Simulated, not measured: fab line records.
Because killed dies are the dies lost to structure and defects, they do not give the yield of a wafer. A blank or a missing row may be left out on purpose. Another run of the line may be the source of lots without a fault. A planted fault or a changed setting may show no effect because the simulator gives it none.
Lot-split experiment ; flow berkeley_cmos170 ; 23 wafers read across 5 lots, on a route 331 steps long

== THE SPLIT ==
At UCB170_PSD_PEB_04, the setting peb_temp_c was moved away from the recipe's 130 C on 11 of the 23 wafers read, by -0.8% to +2.8%. All remaining wafers had this setting at the recipe value.

== FROM THE SPLIT TO THE READING: what the file shows between them, 1 step ==
- UCB170_PSD_DEVELOP_05: develop time 45 s

== THE READING ==
At UCB170_PSD_CD_MEAS_06: cd_nm in nanometres, against a target cd of 1200 nm. On this fab line, fault-free wafers typically give 1199.8 nm with a standard deviation of 1.4 nm.

wafer;tool, chamber at the split;peb_temp_c as run, C;against the recipe;cd_nm, nm;against lot-mates on the recipe
L074.1;litho_track-03, 0;133.7;+2.8%;1219.7;+20.2
L074.2;litho_track-03, 0;133.7;+2.8%;1220.5;+21.0
L074.3;litho_track-03, 0;130;recipe;1199.6;-
L074.4;litho_track-03, 0;130;recipe;1199.5;-
L074.5;litho_track-03, 0;133.7;+2.8%;1220.1;+20.5
L076.1;litho_track-02, 0;130;recipe;1201.8;-
L076.2;litho_track-02, 0;131;+0.8%;1206.7;+5.2
L076.4;litho_track-02, 0;131;+0.8%;1207.1;+5.6
L076.5;litho_track-02, 0;131;+0.8%;1205.8;+4.3
L076.6;litho_track-02, 0;130;recipe;1201.2;-
L080.1;litho_track-03, 0;130;recipe;1200.9;-
L080.2;litho_track-03, 0;130;recipe;1199.9;-
L080.6;litho_track-03, 0;130;recipe;1202.4;-
L083.1;litho_track-03, 0;130;recipe;1199.0;-
L083.2;litho_track-03, 0;131;+0.8%;1205.0;+6.5
L083.3;litho_track-03, 0;131;+0.8%;1204.9;+6.4
L083.4;litho_track-03, 0;130;recipe;1198.1;-
L083.5;litho_track-03, 0;131;+0.8%;1205.0;+6.5
L084.1;litho_track-04, 0;130;recipe;1198.8;-
L084.2;litho_track-04, 0;130;recipe;1198.0;-
L084.4;litho_track-04, 0;128.9;-0.8%;1190.5;-8.3
L084.5;litho_track-04, 0;130;recipe;1199.5;-
L084.6;litho_track-04, 0;128.9;-0.8%;1191.7;-7.1

FIT RESULTS
A straight line over all 23 wafers: cd_nm changes by +7.45 nm for each +1% of peb_temp_c; r = +0.98; the points scatter about the line by 1.4 nm.
The same after taking each lot's own level away (the mean of its wafers on the recipe; 23 wafers): +7.41 nm for each +1%; r = +0.99; scatter 0.81 nm.
According to that fit, moving peb_temp_c by its largest amount changes the reading by 21 nm.
From 1198.55 to 1201.50 nm: that is the span of the lots' own levels, equal to 2.1 times the standard deviation above.
The two slopes agree, so the slope changes little with the lot-to-lot level.
Check: +21.2 nm against its lot-mates is what the line predicts for one of the wafers moved furthest among these (+2.8%) when that wafer is left out of the fit. It came out at +20.2 nm against them.

== FURTHER SPLITS ON THESE WAFERS ==
Other splits were also applied to these wafers ahead of the reading. Each is held against what the fit with the lots' levels taken away leaves over:
other split on the same wafers;wafers away from the commonest value;r with cd_nm (lot level and that fit taken away)
UCB170_GATE_EXPOSE_09 dose_mj;7;-0.40
UCB170_NLDD_EXPOSE_03 dose_mj;11;+0.22
UCB170_SPACER_CVD_00 time_s;10;+0.15

== THE FILE'S OWN FIT ==
cd_nm changes by +7.37 nm for each +1% of peb_temp_c, r = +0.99.
